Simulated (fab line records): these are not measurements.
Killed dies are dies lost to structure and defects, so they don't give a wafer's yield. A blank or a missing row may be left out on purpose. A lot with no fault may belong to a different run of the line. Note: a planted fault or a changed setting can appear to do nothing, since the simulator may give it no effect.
Which tool did it? | flow ritCmos | 18 wafers from 6 lots sampled at 2 of the route's 202 steps

## WHAT EACH GAUGE READ, for each wafer
RIT_NLDD_TW_MEAS_10.
lot  | measured    | on           | NLDD_TW
L774 | day 3 04:11 | filmMetro-02 | 2507 2515 2496
L781 | day 4 10:20 | filmMetro-01 | 2698 2698 2698
L784 | day 5 01:29 | filmMetro-02 | 2748 2743 2757
L786 | day 5 10:16 | filmMetro-03 | 2506 2496 2503
L791 | day 6 12:03 | filmMetro-03 | 2493 2476 2503
L794 | day 7 03:37 | filmMetro-01 | 2461 2470 2461

## TOOL THAT RAN EACH LOT (tool first, then ch and the chambers of the sampled wafers, then the start)
lot  | RIT_NLDD_IMPLANT_08
L774 | implanter-01 ch 0, day 3 03:51
L781 | implanter-02 ch 0, day 4 10:02
L784 | implanter-02 ch 0, day 5 01:11
L786 | implanter-03 ch 0, day 5 09:57
L791 | implanter-01 ch 0, day 6 11:44
L794 | implanter-03 ch 0, day 7 03:17
- RIT_NLDD_IMPLANT_08

## THE ANSWER, worked out from the rows above alone
Rule: what is usual is taken from the lots themselves. The widest of any qualifying gaps counts: lots, ordered by their means at a reading, are off when they make up no more than a third of the lots, leave a main group of 4 or more, and stand apart from it by 3 or more times the standard deviation of that group's means. The tables above print the reading to a certain number of digits; a main group whose means all agree to those digits is not used. Also off: a lot with no number at a reading for which 4 or more lots have one. Where the step has rows for the other lots, those lots are counted as sound.
Off: L781, L784, seen at RIT_NLDD_TW_MEAS_10 (NLDD_TW). The main group: mean 2491, standard deviation 16.
A tool fits if, at a process step before that reading, it ran every lot that is off, and no sound lot after the first of them. The gauges at RIT_NLDD_TW_MEAS_10 are tried like those tools. One fits: implanter-02 at RIT_NLDD_IMPLANT_08. It ran no sound lot before its first lot that is off in this sample, so the start can't be narrowed down.

## WHAT THE SIMULATOR HAD PUT IN
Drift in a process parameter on implanter-02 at RIT_NLDD_IMPLANT_08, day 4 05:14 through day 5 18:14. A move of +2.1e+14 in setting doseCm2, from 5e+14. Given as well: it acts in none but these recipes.
Shown lots that were struck: L781, L784. The rule above reached the same finding.
